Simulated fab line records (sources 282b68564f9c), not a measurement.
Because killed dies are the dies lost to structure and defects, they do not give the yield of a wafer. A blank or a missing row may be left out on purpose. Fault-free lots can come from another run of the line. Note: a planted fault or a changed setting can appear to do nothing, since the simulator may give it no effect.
Which tool did it? | flow ritCmos | Sampling: 7 lots, 21 wafers, 2 of 202 route steps

== WHAT THE GAUGES READ, wafer by wafer ==
RIT_M1_CD_MEAS_90: target cd 2600 nm.
lot  | measured    | on       | cdNm (nm)
L424 | day 4 03:42 | cdSem-02 | 2597.3 2597.2 2597.1
L426 | day 4 16:53 | cdSem-02 | 2601.3 2603.0 2600.3
L431 | day 5 11:42 | cdSem-01 | 2599.2 2614.3 2598.1
L434 | day 6 01:03 | cdSem-01 | 2601.4 2612.3 2612.2
L438 | day 6 21:52 | cdSem-01 | 2599.7 2599.8 2598.8
L442 | day 7 15:45 | cdSem-02 | 2598.3 2597.9 2597.0
L445 | day 8 12:38 | cdSem-01 | 2597.9 2598.6 2599.4

== EACH LOT AND THE TOOL THAT RAN IT (in order: tool; ch and the chambers of the sampled wafers; start) ==
lot  | RIT_M1_METAL_ETCH_12
L424 | rieMetal-03 ch 0,1, day 4 03:11
L426 | rieMetal-04 ch 0,1, day 4 16:23
L431 | rieMetal-02 ch 0,1, day 5 11:11
L434 | rieMetal-02 ch 0,1, day 6 00:33
L438 | rieMetal-03 ch 0,1, day 6 21:20
L442 | rieMetal-04 ch 0,1, day 7 15:15
L445 | rieMetal-04 ch 0,1, day 8 12:07
- RIT_M1_METAL_ETCH_12: etches Al in Cl2/BCl3, stops on SiO2, time 165 s, target depth 600 nm.

== THE ANSWER, worked out from the rows above alone ==
Rule: the usual values come from the lots themselves. The widest of any qualifying gaps counts: lots, ordered by their means at a reading, are off when they make up no more than a third of the lots, leave a main group of 4 or more, and stand apart from it by 3 or more times the standard deviation of that group's means. A main group is skipped when, at the precision printed for the reading in the tables above, its means are all equal. A lot without any number at a reading at which 4 lots or more have one is off too. The other lots that the step has rows for count as sound.
Across all readings shown, no lot is off: no conclusion can be drawn from this.

== WHAT HAD BEEN PUT IN BY THE SIMULATOR ==
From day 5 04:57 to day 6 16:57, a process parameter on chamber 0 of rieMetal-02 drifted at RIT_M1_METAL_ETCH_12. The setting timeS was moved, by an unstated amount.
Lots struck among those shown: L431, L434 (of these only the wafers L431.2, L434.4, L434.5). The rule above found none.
